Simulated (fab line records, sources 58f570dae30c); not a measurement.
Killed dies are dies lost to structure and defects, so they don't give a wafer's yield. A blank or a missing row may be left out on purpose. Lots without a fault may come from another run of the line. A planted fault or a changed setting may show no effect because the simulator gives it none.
fab line records | flow berkeley_cmos170
record lots=15 wafers=45 last_day=13
route steps=331 shown NVT@107
lots that met no fault: from a run of the same line without faults
start_h: hours from the record's first day to the start of the lot's first wafer shown | wait_h: hours since the lot's step before | " the same as in the row above | L1.1+2: a row that stands for several wafers | - no value, or no start given | * or withheld: withheld | < > ~ a bound
route shown NAME@n: a module of which the file shows steps, and the number in the route of the first | usual: mean/standard deviation of fault-free wafers | same: alike in all rows | chamber/n: place in a boat | sites: the reading at each site | _std_site: their standard deviation | _edge_site: outer sites' mean less inner sites' | radius_mm: how far each site lies from the wafer's centre | mask NAME#n: copy n | behind: the tool/chamber that last shaped the wafer | hold: why the lot was held/for how many hours/how that ended | device: the transistor (n, p or np) that didn't switch | end of line: the same wafers' tests at the end of the route | a step without rows: its recipe alone | killed: dies lost to structure and defects at the first sort, not the wafer's yield | map: a wafer's dies, x killed, . not, _ none there
set.NAME: the setting as run; set.NAME@STEP: as run at that earlier step | model.NAME: the simulator's own value behind a step, which no gauge read
steps of the route over a sample of lots; a table a step, a row a wafer
services: from which hour (start_h, from the record's first day; less than 0 if before it) a tool's chamber was out of use, for how many hours, and why
## steps
# step UCB170_NVT_EXPOSE_03
# recipe mask_id=PWELL target_cd_nm=3000 na=0.5 sigma_outer=0.6 source_shape=conventional dose_mj=30
# usual exposure_dose_mJ_cm2=29.998/0.027 focus_offset_nm=0.0/0.56
# columns lot.wafer tool chamber start_h wait_h mask exposure_dose_mJ_cm2 focus_offset_nm
L445.1 krf_scanner-02 0 143.70 0.2 PWELL#0 29.954 -0.2
L445.5 " 0 " " PWELL#0 30.048 0.7
L445.6 " 0 " " PWELL#0 29.992 -0.3
L447.2 krf_scanner-01 0 151.74 0.3 PWELL#0 30.007 0.1
L447.3 " 0 " " PWELL#0 29.992 0.6
L447.5 " 0 " " PWELL#0 29.986 -0.2
L448.1 krf_scanner-01 - 151.86 0.1 PWELL#0 - -
L448.5 " - " " PWELL#0 - -
L448.6 " - " " PWELL#0 - -
L450.4 krf_scanner-02 - 162.08 0.1 PWELL#0 - -
L450.5 " - " " PWELL#0 - -
L450.6 " - " " PWELL#0 - -
L449.1 krf_scanner-01 - 162.52 0.2 PWELL#0 - -
L449.3 " - " " PWELL#0 - -
L449.5 " - " " PWELL#0 - -
L451.2 krf_scanner-01 0 167.22 0.1 PWELL#0 29.981 0.9
L451.4 " 0 " " PWELL#0 29.946 -0.2
L451.5 " 0 " " PWELL#0 30.019 -0.3
L458.2 krf_scanner-01 0 203.25 0.2 PWELL#0 29.991 0.4
L458.4 " 0 " " PWELL#0 29.966 -0.6
L458.5 " 0 " " PWELL#0 29.990 -1.0
L459.3 krf_scanner-02 0 203.51 0.2 PWELL#0 29.947 -0.2
L459.4 " 0 " " PWELL#0 30.003 0.7
L459.6 " 0 " " PWELL#0 29.956 0.1
L457.1 krf_scanner-02 0 203.59 0.3 PWELL#0 29.989 0.8
L457.2 " 0 " " PWELL#0 30.008 0.2
L457.3 " 0 " " PWELL#0 30.006 0.3
L462.2 krf_scanner-01 0 207.97 - PWELL#0 30.049 -0.1
L462.4 " 0 " " PWELL#0 30.039 0.7
L462.5 " 0 " " PWELL#0 29.990 0.5
L461.2 krf_scanner-01 0 208.08 - PWELL#0 29.947 -0.3
L461.3 " 0 " " PWELL#0 30.005 -0.3
L461.4 " 0 " " PWELL#0 30.035 -0.8
L464.3 krf_scanner-01 0 220.40 0.2 PWELL#0 29.999 -0.4
L464.5 " 0 " " PWELL#0 29.963 0.5
L464.6 " 0 " " PWELL#0 29.974 0.3
L467.1 krf_scanner-01 0 237.17 0.2 PWELL#0 30.028 -0.3
L467.3 " 0 " " PWELL#0 29.980 -0.6
L467.5 " 0 " " PWELL#0 29.992 0.0
L468.2 krf_scanner-01 0 237.68 0.4 PWELL#0 30.022 -0.4
L468.5 " 0 " " PWELL#0 30.035 -0.1
L468.6 " 0 " " PWELL#0 29.954 0.0
L466.1 krf_scanner-01 0 237.77 0.4 PWELL#0 30.009 0.0
L466.2 " 0 " " PWELL#0 29.966 1.0
L466.3 " 0 " " PWELL#0 29.957 0.4
## services
# columns tool chamber start_h hours kind
krf_scanner-02 - 149.62 4.4 pm
krf_scanner-02 - 168.60 3.6 pm
krf_scanner-02 - 173.15 1.3 pm
krf_scanner-01 - 212.89 1.0 pm
krf_scanner-01 - 229.60 0.3 repair
krf_scanner-02 - 234.46 0.8 pm
krf_scanner-01 - 235.21 1.3 pm
## key
first_sign step=UCB170_NVT_EXPOSE_03 reading=tool_record direction=missing
effect none on later readings
met_at UCB170_NVT_EXPOSE_03
struck_lots L448,L449,L450
sort_left_out L448.1,L448.5,L448.6,L449.1,L449.3,L449.5,L450.4,L450.5,L450.6
tester_left_out L448,L449,L450
onset_between 151.74 151.86
fault kind=skipped_step_whole tool=krf_scanner-01,krf_scanner-02 chamber=- onset_h=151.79 steps=UCB170_NVT_EXPOSE_03 scope=struck_lots_only
# tester_left_out: of these lots the tester's yield and bins aren't shown, on N5 and GAA mostly nor the transistor test; their killed dies are dies lost to structure and defects alone, not to doping, threshold or leakage, so they don't give the yield
# sort_left_out: the simulated sort isn't trusted on such a fault, so these wafers' sort isn't shown, and their yield isn't known
